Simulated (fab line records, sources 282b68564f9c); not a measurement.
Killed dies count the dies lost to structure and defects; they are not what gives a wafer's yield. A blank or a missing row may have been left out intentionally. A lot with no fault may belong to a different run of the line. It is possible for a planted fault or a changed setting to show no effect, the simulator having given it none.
fab line records :: flow ritCmos
[record]
  lots = 7
  wafers = 21
  lastDay = 7
route steps=202 shown NSD@133 PSD@142 M1@202
lots untouched by any fault: they come from a run of this same line in which no faults occurred
startH: hours from the record's opening day to when the first of the lot's shown wafers began :: waitH: hours since the lot's step before :: " identical to the entry in the row above :: L1.1+2: one row covering several wafers at once :: - no value, or no start was given :: * or withheld: withheld :: < > ~ a bound
route shown NAME@n: names a module that has steps shown in the file, with the first one's number in the route :: usual: mean/standard deviation of fault-free wafers :: same: alike in all rows :: chamber/n: place in a boat :: sites: per-site readings :: _std_site: the standard deviation of these :: _edge_site: inner sites' mean taken away from outer sites' mean :: radiusMm: how far each site lies from the wafer's centre :: mask NAME#n: copy n :: behind: the last tool/chamber to shape the wafer :: hold: cause of the lot's hold/its duration in hours/its outcome :: device: which transistor (n, p or np) failed to switch :: end of line: the route-end tests of the same wafers :: a step without rows: its recipe alone :: killed: at the first sort, the dies lost to defects and structure; wafer yield is something else :: map: a wafer's dies, x killed, . not, _ none there
set.NAME: setting as actually run; set.NAME@STEP: the setting as run at that earlier step :: model.NAME: the simulator's own value behind a step, which no gauge read
certain route steps with their lots: each step a table, each wafer a row
services: when a tool's chamber went out of use (startH, in hours from the record's first day, below 0 if earlier), for how many hours, and the reason
[[steps]]
[step RIT_NSD_SOFTBAKE_02]
[recipe]
  resist = NOVOLAK
  tempC = 90
  timeS = 60
[step RIT_NSD_EXPOSE_03]
[recipe]
  maskId = M9
  na = 0.57
  targetCdNm = 40700
  doseMj = 250
[step RIT_NSD_PEB_04]
[recipe]
  resist = NOVOLAK
  tempC = withheld
  timeS = withheld
[step RIT_NSD_DEVELOP_05]
[recipe]
  resist = NOVOLAK
  developTimeS = 50
  devTempC = 23
[step RIT_NSD_OVL_MEAS_06]
[usual]
  NSD_OVL = 1.2/1.4
lot.wafer: L944.1
tool: overlay-02
chamber: -
startH: 52.10
waitH: -
NSD_OVL[nm]: 2.3

lot.wafer: L944.2
tool: overlay-02
chamber: -
startH: 52.10
waitH: -
NSD_OVL[nm]: 1.4

lot.wafer: L944.6
tool: overlay-02
chamber: -
startH: 52.10
waitH: -
NSD_OVL[nm]: 2.7

lot.wafer: L946.2
tool: overlay-02
chamber: -
startH: 59.15
waitH: -
NSD_OVL[nm]: 1.8

lot.wafer: L946.4
tool: overlay-02
chamber: -
startH: 59.15
waitH: -
NSD_OVL[nm]: 0.7

lot.wafer: L946.5
tool: overlay-02
chamber: -
startH: 59.15
waitH: -
NSD_OVL[nm]: 1.6

lot.wafer: L947.1
tool: overlay-02
chamber: -
startH: 65.64
waitH: -
NSD_OVL[nm]: 2.1

lot.wafer: L947.4
tool: overlay-02
chamber: -
startH: 65.64
waitH: -
NSD_OVL[nm]: 4.7

lot.wafer: L947.6
tool: overlay-02
chamber: -
startH: 65.64
waitH: -
NSD_OVL[nm]: 1.4

lot.wafer: L948.1
tool: overlay-02
chamber: -
startH: 67.52
waitH: -
NSD_OVL[nm]: 2.9

lot.wafer: L948.2
tool: overlay-02
chamber: -
startH: 67.52
waitH: -
NSD_OVL[nm]: -1.1

lot.wafer: L948.5
tool: overlay-02
chamber: -
startH: 67.52
waitH: -
NSD_OVL[nm]: 1.3

lot.wafer: L956.1
tool: overlay-02
chamber: -
startH: 108.41
waitH: -
NSD_OVL[nm]: 1.6

lot.wafer: L956.3
tool: overlay-02
chamber: -
startH: 108.41
waitH: -
NSD_OVL[nm]: -0.4

lot.wafer: L956.6
tool: overlay-02
chamber: -
startH: 108.41
waitH: -
NSD_OVL[nm]: -0.8

lot.wafer: L958.1
tool: overlay-02
chamber: -
startH: 118.15
waitH: -
NSD_OVL[nm]: -0.6

lot.wafer: L958.2
tool: overlay-02
chamber: -
startH: 118.15
waitH: -
NSD_OVL[nm]: 0.4

lot.wafer: L958.5
tool: overlay-02
chamber: -
startH: 118.15
waitH: -
NSD_OVL[nm]: 0.2

lot.wafer: L966.1
tool: overlay-01
chamber: -
startH: 157.94
waitH: -
NSD_OVL[nm]: 2.5

lot.wafer: L966.5
tool: overlay-01
chamber: -
startH: 157.94
waitH: -
NSD_OVL[nm]: 2.5

lot.wafer: L966.6
tool: overlay-01
chamber: -
startH: 157.94
waitH: -
NSD_OVL[nm]: 2.9
[step RIT_NSD_HARDBAKE_07]
[recipe]
  resist = NOVOLAK
  tempC = 140
  timeS = 60
[step RIT_NSD_IMPLANT_08]
[recipe]
  species = P
  energyKev = 25
  doseCm2 = 1e+15
  tiltDeg = 7
[step RIT_NSD_STRIP_09]
[recipe]
  chemistry = O2
  timeS = 180
  resist = NOVOLAK
  platenTempC = withheld
  powerW = 500
  pressureMtorr = 4000
  o2FlowSccm = 4000
[usual]
  drypumpMotorCurrentA = 5.7/0.34
  rfReflPowerW = 7.0/1.6
lot.wafer: L944.1
tool: plasmaAsher-02
chamber: 1
startH: 52.44
waitH: 0.1
drypumpMotorCurrentA: 6.1
rfHoursCounterH: 22
rfReflPowerW: 6.6

lot.wafer: L944.2
tool: plasmaAsher-02
chamber: 0
startH: 52.44
waitH: 0.1
drypumpMotorCurrentA: 5.7
rfHoursCounterH: 22
rfReflPowerW: 6.7

lot.wafer: L944.6
tool: plasmaAsher-02
chamber: 0
startH: 52.44
waitH: 0.1
drypumpMotorCurrentA: 5.7
rfHoursCounterH: -
rfReflPowerW: 6.6

lot.wafer: L946.2
tool: plasmaAsher-04
chamber: 0
startH: 59.48
waitH: 0.1
drypumpMotorCurrentA: 5.1
rfHoursCounterH: 39
rfReflPowerW: 8.3

lot.wafer: L946.4
tool: plasmaAsher-04
chamber: 0
startH: 59.48
waitH: 0.1
drypumpMotorCurrentA: 5.1
rfHoursCounterH: -
rfReflPowerW: 8.5

lot.wafer: L946.5
tool: plasmaAsher-04
chamber: 1
startH: 59.48
waitH: 0.1
drypumpMotorCurrentA: 6.0
rfHoursCounterH: -
rfReflPowerW: 6.9

lot.wafer: L947.1
tool: plasmaAsher-02
chamber: 0
startH: 65.97
waitH: 0.1
drypumpMotorCurrentA: 5.7
rfHoursCounterH: 24
rfReflPowerW: 6.4

lot.wafer: L947.4
tool: plasmaAsher-02
chamber: 1
startH: 65.97
waitH: 0.1
drypumpMotorCurrentA: 6.1
rfHoursCounterH: -
rfReflPowerW: 6.4

lot.wafer: L947.6
tool: plasmaAsher-02
chamber: 0
startH: 65.97
waitH: 0.1
drypumpMotorCurrentA: 5.7
rfHoursCounterH: -
rfReflPowerW: 6.4

lot.wafer: L948.1
tool: plasmaAsher-02
chamber: 0
startH: 67.86
waitH: 0.1
drypumpMotorCurrentA: 5.7
rfHoursCounterH: 24
rfReflPowerW: 6.6

lot.wafer: L948.2
tool: plasmaAsher-02
chamber: 1
startH: 67.86
waitH: 0.1
drypumpMotorCurrentA: 6.2
rfHoursCounterH: 24
rfReflPowerW: 6.7

lot.wafer: L948.5
tool: plasmaAsher-02
chamber: 1
startH: 67.86
waitH: 0.1
drypumpMotorCurrentA: 6.1
rfHoursCounterH: -
rfReflPowerW: 6.8

lot.wafer: L956.1
tool: plasmaAsher-04
chamber: 0
startH: 108.75
waitH: 0.1
drypumpMotorCurrentA: 5.1
rfHoursCounterH: 46
rfReflPowerW: 8.6

lot.wafer: L956.3
tool: plasmaAsher-04
chamber: 0
startH: 108.75
waitH: 0.1
drypumpMotorCurrentA: 5.1
rfHoursCounterH: -
rfReflPowerW: 9.0

lot.wafer: L956.6
tool: plasmaAsher-04
chamber: 0
startH: 108.75
waitH: 0.1
drypumpMotorCurrentA: 5.1
rfHoursCounterH: -
rfReflPowerW: 8.6

lot.wafer: L958.1
tool: plasmaAsher-04
chamber: 0
startH: 118.48
waitH: 0.1
drypumpMotorCurrentA: 5.1
rfHoursCounterH: 0
rfReflPowerW: 8.7

lot.wafer: L958.2
tool: plasmaAsher-04
chamber: 1
startH: 118.48
waitH: 0.1
drypumpMotorCurrentA: 6.0
rfHoursCounterH: 0
rfReflPowerW: 6.6

lot.wafer: L958.5
tool: plasmaAsher-04
chamber: 1
startH: 118.48
waitH: 0.1
drypumpMotorCurrentA: 6.0
rfHoursCounterH: -
rfReflPowerW: 6.5

lot.wafer: L966.1
tool: plasmaAsher-04
chamber: 0
startH: 158.28
waitH: 0.1
drypumpMotorCurrentA: 5.1
rfHoursCounterH: 5
rfReflPowerW: 8.6

lot.wafer: L966.5
tool: plasmaAsher-04
chamber: 0
startH: 158.28
waitH: 0.1
drypumpMotorCurrentA: 5.1
rfHoursCounterH: -
rfReflPowerW: 8.6

lot.wafer: L966.6
tool: plasmaAsher-04
chamber: 1
startH: 158.28
waitH: 0.1
drypumpMotorCurrentA: 6.0
rfHoursCounterH: -
rfReflPowerW: 6.6
[step RIT_NSD_TW_MEAS_10]
[usual]
  NSD_TW = 3129/32
lot.wafer: L944.1
tool: filmMetro-04
chamber: -
startH: 52.61
waitH: 0.1
NSD_TW: 3164

lot.wafer: L944.2
tool: filmMetro-04
chamber: -
startH: 52.61
waitH: 0.1
NSD_TW: 3178

lot.wafer: L944.6
tool: filmMetro-04
chamber: -
startH: 52.61
waitH: 0.1
NSD_TW: 3157

lot.wafer: L946.2
tool: filmMetro-04
chamber: -
startH: 59.67
waitH: 0.1
NSD_TW: 3164

lot.wafer: L946.4
tool: filmMetro-04
chamber: -
startH: 59.67
waitH: 0.1
NSD_TW: 3173

lot.wafer: L946.5
tool: filmMetro-04
chamber: -
startH: 59.67
waitH: 0.1
NSD_TW: 3176

lot.wafer: L947.1
tool: filmMetro-01
chamber: -
startH: 66.15
waitH: 0.1
NSD_TW: 3113

lot.wafer: L947.4
tool: filmMetro-01
chamber: -
startH: 66.15
waitH: 0.1
NSD_TW: 3126

lot.wafer: L947.6
tool: filmMetro-01
chamber: -
startH: 66.15
waitH: 0.1
NSD_TW: 3103

lot.wafer: L948.1
tool: filmMetro-02
chamber: -
startH: 68.03
waitH: 0.1
NSD_TW: 3154

lot.wafer: L948.2
tool: filmMetro-02
chamber: -
startH: 68.03
waitH: 0.1
NSD_TW: 3149

lot.wafer: L948.5
tool: filmMetro-02
chamber: -
startH: 68.03
waitH: 0.1
NSD_TW: 3164

lot.wafer: L956.1
tool: filmMetro-01
chamber: -
startH: 108.92
waitH: 0.1
NSD_TW: 3083

lot.wafer: L956.3
tool: filmMetro-01
chamber: -
startH: 108.92
waitH: 0.1
NSD_TW: 3073

lot.wafer: L956.6
tool: filmMetro-01
chamber: -
startH: 108.92
waitH: 0.1
NSD_TW: 3089

lot.wafer: L958.1
tool: filmMetro-02
chamber: -
startH: 118.66
waitH: 0.1
NSD_TW: 3154

lot.wafer: L958.2
tool: filmMetro-02
chamber: -
startH: 118.66
waitH: 0.1
NSD_TW: 3178

lot.wafer: L958.5
tool: filmMetro-02
chamber: -
startH: 118.66
waitH: 0.1
NSD_TW: 3132

lot.wafer: L966.1
tool: filmMetro-02
chamber: -
startH: 158.46
waitH: 0.1
NSD_TW: 3133

lot.wafer: L966.5
tool: filmMetro-02
chamber: -
startH: 158.46
waitH: 0.1
NSD_TW: 3136

lot.wafer: L966.6
tool: filmMetro-02
chamber: -
startH: 158.46
waitH: 0.1
NSD_TW: 3151
[step RIT_PSD_HMDS_00]
[recipe]
  primeTimeS = 60
  primeTempC = 140
[step RIT_PSD_COAT_01]
[recipe]
  resist = NOVOLAK
  spinRpm = 3250
  resistThkNm = 994.2
[step RIT_PSD_SOFTBAKE_02]
[recipe]
  resist = NOVOLAK
  tempC = 90
  timeS = 60
[step RIT_PSD_EXPOSE_03]
[recipe]
  maskId = M10
  na = 0.57
  targetCdNm = 40900
  doseMj = 250
[usual]
  stageVelMmS = 499.94/0.25
lot.wafer: L944.1
tool: ilineStepper-02
chamber: 0
startH: 53.25
waitH: 0.2
mask: M10#0
stageVelMmS: 500.05
model.PSD.overlayXNm: 0.3259

lot.wafer: L944.2
tool: ilineStepper-02
chamber: 0
startH: 53.25
waitH: 0.2
mask: M10#0
stageVelMmS: 499.79
model.PSD.overlayXNm: 0.3259

lot.wafer: L944.6
tool: ilineStepper-02
chamber: 0
startH: 53.25
waitH: 0.2
mask: M10#0
stageVelMmS: 499.99
model.PSD.overlayXNm: 0.3259

lot.wafer: L946.2
tool: ilineStepper-02
chamber: 0
startH: 60.19
waitH: 0.1
mask: M10#0
stageVelMmS: 499.78
model.PSD.overlayXNm: -149.9

lot.wafer: L946.4
tool: ilineStepper-02
chamber: 0
startH: 60.19
waitH: 0.1
mask: M10#0
stageVelMmS: 499.82
model.PSD.overlayXNm: -149.9

lot.wafer: L946.5
tool: ilineStepper-02
chamber: 0
startH: 60.19
waitH: 0.1
mask: M10#0
stageVelMmS: 499.80
model.PSD.overlayXNm: -149.9

lot.wafer: L947.1
tool: ilineStepper-02
chamber: 0
startH: 66.66
waitH: 0.1
mask: M10#0
stageVelMmS: 499.44
model.PSD.overlayXNm: -150.2

lot.wafer: L947.4
tool: ilineStepper-02
chamber: 0
startH: 66.66
waitH: 0.1
mask: M10#0
stageVelMmS: 500.06
model.PSD.overlayXNm: -150.2

lot.wafer: L947.6
tool: ilineStepper-02
chamber: 0
startH: 66.66
waitH: 0.1
mask: M10#0
stageVelMmS: 499.61
model.PSD.overlayXNm: -150.2

lot.wafer: L948.1
tool: ilineStepper-02
chamber: 0
startH: 68.54
waitH: 0.1
mask: M10#0
stageVelMmS: 500.03
model.PSD.overlayXNm: -149.4

lot.wafer: L948.2
tool: ilineStepper-02
chamber: 0
startH: 68.54
waitH: 0.1
mask: M10#0
stageVelMmS: 500.20
model.PSD.overlayXNm: -149.4

lot.wafer: L948.5
tool: ilineStepper-02
chamber: 0
startH: 68.54
waitH: 0.1
mask: M10#0
stageVelMmS: 499.98
model.PSD.overlayXNm: -149.4

lot.wafer: L956.1
tool: ilineStepper-01
chamber: 0
startH: 109.62
waitH: 0.2
mask: M10#0
stageVelMmS: 500.13
model.PSD.overlayXNm: -0.07278

lot.wafer: L956.3
tool: ilineStepper-01
chamber: 0
startH: 109.62
waitH: 0.2
mask: M10#0
stageVelMmS: 499.88
model.PSD.overlayXNm: -0.07278

lot.wafer: L956.6
tool: ilineStepper-01
chamber: 0
startH: 109.62
waitH: 0.2
mask: M10#0
stageVelMmS: 499.73
model.PSD.overlayXNm: -0.07278

lot.wafer: L958.1
tool: ilineStepper-01
chamber: 0
startH: 119.17
waitH: 0.1
mask: M10#0
stageVelMmS: 499.64
model.PSD.overlayXNm: -0.4048

lot.wafer: L958.2
tool: ilineStepper-01
chamber: 0
startH: 119.17
waitH: 0.1
mask: M10#0
stageVelMmS: 499.97
model.PSD.overlayXNm: -0.4048

lot.wafer: L958.5
tool: ilineStepper-01
chamber: 0
startH: 119.17
waitH: 0.1
mask: M10#0
stageVelMmS: 500.05
model.PSD.overlayXNm: -0.4048

lot.wafer: L966.1
tool: ilineStepper-01
chamber: 0
startH: 158.97
waitH: 0.1
mask: M10#0
stageVelMmS: 500.60
model.PSD.overlayXNm: 0.1486

lot.wafer: L966.5
tool: ilineStepper-01
chamber: 0
startH: 158.97
waitH: 0.1
mask: M10#0
stageVelMmS: 500.33
model.PSD.overlayXNm: 0.1486

lot.wafer: L966.6
tool: ilineStepper-01
chamber: 0
startH: 158.97
waitH: 0.1
mask: M10#0
stageVelMmS: 500.18
model.PSD.overlayXNm: 0.1486
[step RIT_PSD_PEB_04]
[recipe]
  resist = NOVOLAK
  tempC = withheld
  timeS = withheld
[step RIT_PSD_DEVELOP_05]
[recipe]
  resist = NOVOLAK
  developTimeS = 50
  devTempC = 23
[step RIT_PSD_OVL_MEAS_06]
[usual]
  PSD_OVL = 0.5/1.6
lot.wafer: L944.1
tool: overlay-02
chamber: -
startH: 53.65
waitH: -
PSD_OVL[nm]: 1.2

lot.wafer: L944.2
tool: overlay-02
chamber: -
startH: 53.65
waitH: -
PSD_OVL[nm]: 2.0

lot.wafer: L944.6
tool: overlay-02
chamber: -
startH: 53.65
waitH: -
PSD_OVL[nm]: -1.0

lot.wafer: L946.2
tool: overlay-02
chamber: -
startH: 60.60
waitH: -
PSD_OVL[nm]: -152.4

lot.wafer: L946.4
tool: overlay-02
chamber: -
startH: 60.60
waitH: -
PSD_OVL[nm]: -150.8

lot.wafer: L946.5
tool: overlay-02
chamber: -
startH: 60.60
waitH: -
PSD_OVL[nm]: -150.5

lot.wafer: L947.1
tool: overlay-02
chamber: -
startH: 67.06
waitH: -
PSD_OVL[nm]: -150.7

lot.wafer: L947.4
tool: overlay-02
chamber: -
startH: 67.06
waitH: -
PSD_OVL[nm]: -150.6

lot.wafer: L947.6
tool: overlay-02
chamber: -
startH: 67.06
waitH: -
PSD_OVL[nm]: -149.9

lot.wafer: L948.1
tool: overlay-02
chamber: -
startH: 68.94
waitH: -
PSD_OVL[nm]: -150.4

lot.wafer: L948.2
tool: overlay-02
chamber: -
startH: 68.94
waitH: -
PSD_OVL[nm]: -149.9

lot.wafer: L948.5
tool: overlay-02
chamber: -
startH: 68.94
waitH: -
PSD_OVL[nm]: -148.5

lot.wafer: L956.1
tool: overlay-01
chamber: -
startH: 110.06
waitH: -
PSD_OVL[nm]: 0.5

lot.wafer: L956.3
tool: overlay-01
chamber: -
startH: 110.06
waitH: -
PSD_OVL[nm]: 1.9

lot.wafer: L956.6
tool: overlay-01
chamber: -
startH: 110.06
waitH: -
PSD_OVL[nm]: -0.1

lot.wafer: L958.1
tool: overlay-01
chamber: -
startH: 119.57
waitH: -
PSD_OVL[nm]: 0.0

lot.wafer: L958.2
tool: overlay-01
chamber: -
startH: 119.57
waitH: -
PSD_OVL[nm]: 1.8

lot.wafer: L958.5
tool: overlay-01
chamber: -
startH: 119.57
waitH: -
PSD_OVL[nm]: -0.1

lot.wafer: L966.1
tool: overlay-02
chamber: -
startH: 159.37
waitH: -
PSD_OVL[nm]: 2.0

lot.wafer: L966.5
tool: overlay-02
chamber: -
startH: 159.37
waitH: -
PSD_OVL[nm]: 1.9

lot.wafer: L966.6
tool: overlay-02
chamber: -
startH: 159.37
waitH: -
PSD_OVL[nm]: 5.3
[step RIT_PSD_HARDBAKE_07]
[recipe]
  resist = NOVOLAK
  tempC = 140
  timeS = 60
[step RIT_M1_PROBE_99]
[usual]
  killedAtContacts = 0.1/0.26
  killedAtFrontEnd = 7/3.2
  killedDies = 7/3.2
  killedOpen = 3.2/2.1
  killedShort = 3.7/2.1
[same]
  grossDies = 264
  killed_at_M0_to_M3 = 0
  killed_at_M4_up = 0
  killedAtBackSide = 0
  killedAtOther = 0
lot.wafer: L944.1
tool: prober-02
chamber: -
startH: 62.83
waitH: 0.1
killedAtContacts: 0
killedAtFrontEnd: 8
killedDies: 8
killedOpen: 2
killedShort: 6
model.etest.selectEdgeDiodeP.leakLog10A: -10.37

lot.wafer: L944.2
tool: prober-02
chamber: -
startH: 62.88
waitH: 0.1
killedAtContacts: 0
killedAtFrontEnd: 3
killedDies: 3
killedOpen: 2
killedShort: 1
model.etest.selectEdgeDiodeP.leakLog10A: -10.41

lot.wafer: L944.6
tool: prober-02
chamber: -
startH: 63.08
waitH: 0.2
killedAtContacts: 0
killedAtFrontEnd: 8
killedDies: 8
killedOpen: 2
killedShort: 6
model.etest.selectEdgeDiodeP.leakLog10A: -10.2

lot.wafer: L946.2
tool: prober-02
chamber: -
startH: 69.26
waitH: 0.1
killedAtContacts: 0
killedAtFrontEnd: 3
killedDies: 3
killedOpen: 1
killedShort: 2
model.etest.selectEdgeDiodeP.leakLog10A: -9.732

lot.wafer: L946.4
tool: prober-02
chamber: -
startH: 69.36
waitH: 0.2
killedAtContacts: 0
killedAtFrontEnd: 11
killedDies: 11
killedOpen: 3
killedShort: 7
model.etest.selectEdgeDiodeP.leakLog10A: -9.601

lot.wafer: L946.5
tool: prober-02
chamber: -
startH: 69.41
waitH: 0.2
killedAtContacts: 0
killedAtFrontEnd: 8
killedDies: 8
killedOpen: 5
killedShort: 3
model.etest.selectEdgeDiodeP.leakLog10A: -9.333

lot.wafer: L947.1
tool: prober-01
chamber: -
startH: 75.90
waitH: 0.1
killedAtContacts: 0
killedAtFrontEnd: 11
killedDies: 11
killedOpen: 6
killedShort: 5
model.etest.selectEdgeDiodeP.leakLog10A: -9.664

lot.wafer: L947.4
tool: prober-01
chamber: -
startH: 76.05
waitH: 0.2
killedAtContacts: 0
killedAtFrontEnd: 9
killedDies: 9
killedOpen: 3
killedShort: 6
model.etest.selectEdgeDiodeP.leakLog10A: -9.604

lot.wafer: L947.6
tool: prober-01
chamber: -
startH: 76.15
waitH: 0.2
killedAtContacts: 0
killedAtFrontEnd: 7
killedDies: 7
killedOpen: 2
killedShort: 5
model.etest.selectEdgeDiodeP.leakLog10A: -9.482

lot.wafer: L948.1
tool: prober-02
chamber: -
startH: 77.69
waitH: 0.1
killedAtContacts: 0
killedAtFrontEnd: 3
killedDies: 3
killedOpen: 1
killedShort: 2
model.etest.selectEdgeDiodeP.leakLog10A: -9.915

lot.wafer: L948.2
tool: prober-02
chamber: -
startH: 77.74
waitH: 0.1
killedAtContacts: 0
killedAtFrontEnd: 5
killedDies: 5
killedOpen: 3
killedShort: 2
model.etest.selectEdgeDiodeP.leakLog10A: -9.398

lot.wafer: L948.5
tool: prober-02
chamber: -
startH: 77.89
waitH: 0.2
killedAtContacts: 0
killedAtFrontEnd: 5
killedDies: 5
killedOpen: 3
killedShort: 2
model.etest.selectEdgeDiodeP.leakLog10A: -9.373

lot.wafer: L956.1
tool: prober-02
chamber: -
startH: 119.62
waitH: 0.1
killedAtContacts: 0
killedAtFrontEnd: 7
killedDies: 7
killedOpen: 5
killedShort: 2
model.etest.selectEdgeDiodeP.leakLog10A: -10.67

lot.wafer: L956.3
tool: prober-02
chamber: -
startH: 119.72
waitH: 0.2
killedAtContacts: 0
killedAtFrontEnd: 11
killedDies: 11
killedOpen: 4
killedShort: 7
model.etest.selectEdgeDiodeP.leakLog10A: -10.52

lot.wafer: L956.6
tool: prober-02
chamber: -
startH: 119.87
waitH: 0.2
killedAtContacts: 0
killedAtFrontEnd: 5
killedDies: 5
killedOpen: 2
killedShort: 3
model.etest.selectEdgeDiodeP.leakLog10A: -10.31

lot.wafer: L958.1
tool: prober-02
chamber: -
startH: 128.05
waitH: 0.1
killedAtContacts: 0
killedAtFrontEnd: 5
killedDies: 5
killedOpen: 2
killedShort: 3
model.etest.selectEdgeDiodeP.leakLog10A: -10.3

lot.wafer: L958.2
tool: prober-02
chamber: -
startH: 128.10
waitH: 0.1
killedAtContacts: 0
killedAtFrontEnd: 4
killedDies: 4
killedOpen: 2
killedShort: 2
model.etest.selectEdgeDiodeP.leakLog10A: -10.42

lot.wafer: L958.5
tool: prober-02
chamber: -
startH: 128.25
waitH: 0.2
killedAtContacts: 1
killedAtFrontEnd: 10
killedDies: 11
killedOpen: 4
killedShort: 7
model.etest.selectEdgeDiodeP.leakLog10A: -10.55

lot.wafer: L966.1
tool: prober-02
chamber: -
startH: 167.84
waitH: 0.1
killedAtContacts: 0
killedAtFrontEnd: 10
killedDies: 10
killedOpen: 5
killedShort: 5
model.etest.selectEdgeDiodeP.leakLog10A: -10.42

lot.wafer: L966.5
tool: prober-02
chamber: -
startH: 168.04
waitH: 0.2
killedAtContacts: 0
killedAtFrontEnd: 7
killedDies: 7
killedOpen: 1
killedShort: 6
model.etest.selectEdgeDiodeP.leakLog10A: -10.22

lot.wafer: L966.6
tool: prober-02
chamber: -
startH: 168.09
waitH: 0.2
killedAtContacts: 0
killedAtFrontEnd: 10
killedDies: 10
killedOpen: 5
killedShort: 5
model.etest.selectEdgeDiodeP.leakLog10A: -10.5
// killed by level:class
L944.1 FOX1:geometricParticle:short=3 GATE:geometricParticle:short=2 FOX1:geometricParticle:open=1 GATE:geometricParticle:open=1 REOX:geometricParticle:short=1
L944.2 FOX1:geometricParticle:short=1 GATE:geometricParticle:open=1 SPACER:geometricParticle:open=1
L944.6 FOX1:geometricParticle:short=2 GATE:geometricParticle:short=2 FOX2:geometricParticle:open=1 REOX:geometricParticle:open=1 REOX:geometricParticle:short=1 SILICIDE:geometricParticle:short=1
L946.2 GATE:geometricParticle:short=1 GATE:geometricParticle:open=1 SPACER:geometricParticle:short=1
L946.4 GATE:geometricParticle:open=3 FOX2:geometricParticle:short=2 GATE:geometricParticle:short=2 FOX1:geometricParticle:short=1 SPACER:geometricParticle:short=1 SILICIDE:geometricParticle:short=1 GATE:coatMicrobubblePrinted=1
L946.5 GATE:geometricParticle:open=2 GATE:geometricParticle:short=2 REOX:geometricParticle:short=1 REOX:geometricParticle:open=1 SPACER:geometricParticle:open=1 SILICIDE:geometricParticle:open=1
L947.1 GATE:geometricParticle:short=5 GATE:geometricParticle:open=3 FOX1:geometricParticle:open=2 SILICIDE:geometricParticle:open=1
L947.4 GATE:geometricParticle:short=3 SPACER:geometricParticle:short=2 FOX1:geometricParticle:short=1 GATE:geometricParticle:open=1 REOX:geometricParticle:open=1 SPACER:geometricParticle:open=1
L947.6 REOX:geometricParticle:short=2 SPACER:geometricParticle:short=2 FOX1:geometricParticle:open=1 GATE:geometricParticle:open=1 GATE:geometricParticle:short=1
L948.1 GATE:geometricParticle:short=2 GATE:geometricParticle:open=1
L948.2 SPACER:geometricParticle:open=2 GATE:geometricParticle:short=1 GATE:geometricParticle:open=1 SILICIDE:geometricParticle:short=1
L948.5 SPACER:geometricParticle:open=2 FOX1:geometricParticle:short=1 GATE:geometricParticle:open=1 SPACER:geometricParticle:short=1
L956.1 FOX1:geometricParticle:short=2 GATE:geometricParticle:open=2 REOX:geometricParticle:open=2 FOX1:geometricParticle:open=1
L956.3 GATE:geometricParticle:short=5 FOX1:geometricParticle:open=1 FOX1:geometricParticle:short=1 GATE:geometricParticle:open=1 REOX:geometricParticle:open=1 SILICIDE:geometricParticle:short=1 SILICIDE:geometricParticle:open=1
L956.6 FOX1:geometricParticle:open=1 FOX1:geometricParticle:short=1 FOX2:geometricParticle:open=1 GATE:geometricParticle:short=1 REOX:geometricParticle:short=1
L958.1 GATE:geometricParticle:short=2 FOX1:geometricParticle:short=1 GATE:geometricParticle:open=1 SPACER:geometricParticle:open=1
L958.2 SPACER:geometricParticle:open=2 FOX2:geometricParticle:short=1 GATE:geometricParticle:short=1
L958.5 SPACER:geometricParticle:short=4 FOX1:geometricParticle:short=1 FOX2:geometricParticle:short=1 GATE:geometricParticle:open=1 GATE:geometricParticle:short=1 SPACER:geometricParticle:open=1 SILICIDE:geometricParticle:open=1 CONTACT:geometricParticle:open=1
L966.1 FOX1:geometricParticle:open=4 FOX1:geometricParticle:short=2 REOX:geometricParticle:short=2 GATE:geometricParticle:open=1 GATE:geometricParticle:short=1
L966.5 GATE:geometricParticle:short=2 REOX:geometricParticle:short=2 FOX2:geometricParticle:short=1 GATE:geometricParticle:open=1 SPACER:geometricParticle:short=1
L966.6 REOX:geometricParticle:open=3 GATE:geometricParticle:short=2 REOX:geometricParticle:short=2 FOX1:geometricParticle:open=1 SPACER:geometricParticle:open=1 SILICIDE:geometricParticle:short=1
[[services]]
tool: ilineStepper-02
chamber: -
startH: 32.14
hours: 8.9
kind: pm

tool: ilineStepper-02
chamber: 0
startH: 47.36
hours: -
kind: calibration

tool: plasmaAsher-02
chamber: -
startH: 92.79
hours: 55.8
kind: repair

tool: plasmaAsher-04
chamber: -
startH: 108.92
hours: 9.0
kind: pm

tool: plasmaAsher-04
chamber: 0
startH: 108.92
hours: 9.0
kind: ventCycle

tool: plasmaAsher-04
chamber: 1
startH: 108.92
hours: 9.0
kind: ventCycle

tool: plasmaAsher-04
chamber: 0
startH: 117.92
hours: -
kind: clean

tool: plasmaAsher-04
chamber: 1
startH: 117.92
hours: -
kind: clean

tool: plasmaAsher-02
chamber: -
startH: 155.35
hours: 1.5
kind: repair
[[key]]
[firstSign]
  step = RIT_PSD_OVL_MEAS_06
  reading = PSD_OVL
  direction = down
  sigmas = 97
  usual = 0.5
  struck = -150.4
effect none on later readings
[modelEffect]
  step = RIT_PSD_EXPOSE_03
  value = PSD.overlayXNm
  without = 0.1295
  struck = -149.9
[modelEffect]
  step = RIT_M1_PROBE_99
  value = etest.selectEdgeDiodeP.leakLog10A
  without = -10.4
  struck = -9.567
metAt RIT_PSD_EXPOSE_03
struckWafers L946.2,L946.4,L946.5,L947.1,L947.4,L947.6,L948.1,L948.2,L948.5
testerLeftOut L946,L947,L948
onsetBetween 53.25 60.19
[fault]
  kind = scannerMatchingOverlay
  tool = ilineStepper-02
  chamber = -
  onsetH = 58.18
  steps = RIT_PSD_EXPOSE_03
  offset = -150
// testerLeftOut: of these lots the tester's yield and bins aren't shown, on N5 and GAA mostly nor the transistor test; their killed dies are dies lost to structure and defects alone, not to doping, threshold or leakage, so they don't give the yield
